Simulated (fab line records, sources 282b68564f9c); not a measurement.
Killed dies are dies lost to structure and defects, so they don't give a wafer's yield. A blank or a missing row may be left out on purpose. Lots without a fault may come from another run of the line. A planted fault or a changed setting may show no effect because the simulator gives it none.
A struck lot beside a sound one | flow rit_cmos | 18 steps out of a route of 202
Sound: wafers L559.2, L559.4, L559.5. Struck: wafers L574.2, L574.3, L574.5. The cause comes at the end.
At each step with rows: each side's tool, then ch and its chambers, then its first start. Under that, the readings that differ: sound wafers | struck wafers | difference of the means | sigmas: that difference in standard deviations of wafers without a fault.
alike: readings whose means differ by less than 2 such deviations, and words and numbers that are the same on both sides. not compared: withheld readings, readings that some wafer has no value for, bounds like >300 that may hide the same value, and numbers for which the record gives no deviation and whose values overlap.
The two part at a step that has a row with sigmas, a row that says differs or no value, or rows on one side only. Numbers that don't overlap but have no deviation are shown without sigmas and don't part them. A reading that every wafer of one side lacks parts them only if that side has two wafers or more.

first, 1 step without rows for these wafers: RIT_GATE_HARDBAKE_18 (time 60 s).
RIT_GATE_ETCH_19: etches poly-Si in SF6/CHF3/O2, stops on SiO2, time 165 s, target depth 312.5 nm.
  sound on rie_si-02 ch 1,3, day 3 01:10; struck on rie_si-01 ch 1,2, day 6 08:04
  alike: CHF3_flow_sccm, O2_flow_sccm, SF6_flow_sccm, drypump_motor_current_A, oes_product_au, throttle_valve_pct
  not compared: rf_hours_counter_h
RIT_GATE_STRIP_20: strips in O2, time 180 s.
  sound on plasma_asher-03 ch 1, day 3 01:17; struck on plasma_asher-01 ch 0,1, day 6 08:10
  alike: drypump_motor_current_A
  not compared: rf_hours_counter_h
RIT_GATE_CD_MEAS_90: target cd 150 nm.
  sound on cd_sem-02, day 3 01:29; struck on cd_sem-01, day 6 08:22
  alike: cd_nm
then, 4 steps without rows for these wafers: RIT_REOX_CLEAN_00 (cleans in SC1, time 610 s); RIT_REOX_CLEAN_01 (cleans in dHF, time 30 s); RIT_REOX_CLEAN_02 (cleans in SC2, time 600 s); RIT_REOX_OXIDATION_03 (target thk 25.2 nm, ox time 5580 s).
RIT_REOX_THK_MEAS_04:
  sound on film_metro-04, day 3 04:51; struck on film_metro-04, day 6 11:23
  alike: REOX_OXIDE_THK
then, 3 steps without rows for these wafers: RIT_NLDD_HMDS_00 (prime time 60 s); RIT_NLDD_COAT_01 (resist thk 1000 nm); RIT_NLDD_SOFTBAKE_02 (time 60 s).
RIT_NLDD_EXPOSE_03: exposes mask M7, target cd 40700 nm.
  sound on iline_stepper-02 ch 0, day 3 05:37; struck on iline_stepper-01 ch 0, day 6 12:02
  reading                      | sound                   | struck               | difference | sigmas
  focus_offset_nm (nm)         | 0.5 0.0 0.5             | -0.8 -0.8 -1.2       | -1.3       | -2
  model.NLDD.overlay_x_nm (nm) | 0.02906 0.02906 0.02906 | -180.1 -180.1 -180.1 | -180.1     |
  alike: mask
then, 2 steps without rows for these wafers: RIT_NLDD_PEB_04; RIT_NLDD_DEVELOP_05 (develop time 50 s).
RIT_NLDD_OVL_MEAS_06:
  sound on overlay-01, day 3 06:00; struck on overlay-01, day 6 12:25
  reading       | sound        | struck               | difference | sigmas
  NLDD_OVL (nm) | -0.1 2.0 0.8 | -179.1 -178.8 -179.8 | -180.1     | -99 or more
then, 1 step without rows for these wafers: RIT_NLDD_HARDBAKE_07 (time 60 s).
RIT_M1_PROBE_99:
  sound on prober-01, day 3 21:20; struck on prober-01, day 7 04:01
  reading                        | sound          | struck         | difference | sigmas
  model.etest.nldd.width_nm (nm) | 3161 3161 3167 | 3086 3083 3074 | -82        |
  alike: killed_at_contacts, killed_at_front_end, killed_dies, killed_open, killed_short

WHERE THEY PART
First at RIT_NLDD_EXPOSE_03; last, within this record, at RIT_NLDD_OVL_MEAS_06. Later steps at which nothing parts them and some readings are alike: RIT_M1_PROBE_99.

WHY: what the simulator had put in
Scanner matching overlay: iline_stepper-01, from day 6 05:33 on, at RIT_NLDD_EXPOSE_03. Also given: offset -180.
